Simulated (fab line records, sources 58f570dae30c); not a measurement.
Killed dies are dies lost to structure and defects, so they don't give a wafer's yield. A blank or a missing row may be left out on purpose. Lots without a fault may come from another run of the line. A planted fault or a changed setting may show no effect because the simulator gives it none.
A struck lot beside a sound one | flow berkeley_cmos170 | 19 steps out of a route of 331
Sound: wafers L278.1, L278.2, L278.3. Struck: wafers L281.1, L281.2, L281.4. The cause comes at the end.
At each step with rows: each side's tool, then ch and its chambers, then its first start. Under that, the readings that differ: sound wafers | struck wafers | difference of the means | sigmas: that difference in standard deviations of wafers without a fault.
alike: readings whose means differ by less than 2 such deviations, and words and numbers that are the same on both sides. not compared: withheld readings, readings that some wafer has no value for, bounds like >300 that may hide the same value, and numbers for which the record gives no deviation and whose values overlap.
The two part at a step that has a row with sigmas, a row that says differs or no value, or rows on one side only. Numbers that don't overlap but have no deviation are shown without sigmas and don't part them. A reading that every wafer of one side lacks parts them only if that side has two wafers or more.

first, 4 steps without rows for these wafers: UCB170_PSD_SOFTBAKE_02 (time 60 s); UCB170_PSD_EXPOSE_03 (exposes mask PSELECT MOD, target cd 1200 nm); UCB170_PSD_PEB_04; UCB170_PSD_DEVELOP_05 (develop time 45 s).
UCB170_PSD_CD_MEAS_06: target cd 1200 nm.
  sound on cd_sem-02, day 7 23:31; struck on cd_sem-02, day 9 04:23
  alike: cd_nm
UCB170_PSD_OVL_MEAS_07:
  sound on overlay-01, day 7 23:38; struck on overlay-01, day 9 04:31
  alike: PSD_OVL
then, 1 step without rows for these wafers: UCB170_PSD_IMPLANT_08.
UCB170_PSD_STRIP_09: strips in O2.
  sound on plasma_asher-04 ch 0,1, day 7 23:49; struck on plasma_asher-04 ch 0,1, day 9 04:42
  alike: drypump_motor_current_A, o2_flow_sccm, oes_product_au, strip_time_to_endpoint_s
  not compared: rf_hours_counter_h
UCB170_PSD_TW_MEAS_10:
  sound on film_metro-02, day 7 23:55; struck on film_metro-02, day 9 04:48
  alike: PSD_TW
then, 3 steps without rows for these wafers: UCB170_PSD_CLEAN_11 (cleans in SPM, time 600 s); UCB170_NSD_HMDS_00 (prime time 60 s); UCB170_NSD_COAT_01 (resist thk 900 nm).
UCB170_NSD_SOFTBAKE_02: time 60 s.
  sound on litho_track-04 ch 0, day 8 01:48; struck on litho_track-01 ch 0, day 9 07:23
  reading                  | sound                | struck               | difference | sigmas
  heater_power_total_W (W) | 56.85 56.83 56.71    | 58.26 58.18 58.17    | +1.41      | +32
  plate_temp_C (C)         | 130.04 130.03 129.98 | 132.39 132.49 132.51 | +2.45      | +20
then, 3 steps without rows for these wafers: UCB170_NSD_EXPOSE_03 (exposes mask NSELECT MOD, target cd 1200 nm); UCB170_NSD_PEB_04; UCB170_NSD_DEVELOP_05 (develop time 45 s).
UCB170_NSD_CD_MEAS_06: target cd 1200 nm.
  sound on cd_sem-02, day 8 02:34; struck on cd_sem-02, day 9 08:20
  reading    | sound                | struck               | difference | sigmas
  cd_nm (nm) | 1201.2 1199.1 1199.8 | 1204.0 1207.4 1204.7 | +5.3       | +5
  not compared: hold
UCB170_NSD_OVL_MEAS_07:
  sound on overlay-01, day 8 02:41; struck on overlay-01, day 9 09:04
  reading | sound | struck                                                                     | difference                   | sigmas
  hold    | - - - | await_dispo/0.6h/release await_dispo/0.6h/release await_dispo/0.6h/release | no value on the sound wafers |
  alike: NSD_OVL
UCB170_M3_PROBE_99:
  the record has rows for the sound wafers here (prober-02, day 9 07:40) and none for the struck ones

WHERE THEY PART
First at UCB170_NSD_SOFTBAKE_02; last, within this record, at UCB170_M3_PROBE_99.

WHY: what the simulator had put in
Process parameter drift: litho_track-01, from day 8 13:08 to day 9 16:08, at UCB170_NSD_SOFTBAKE_02. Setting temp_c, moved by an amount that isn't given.
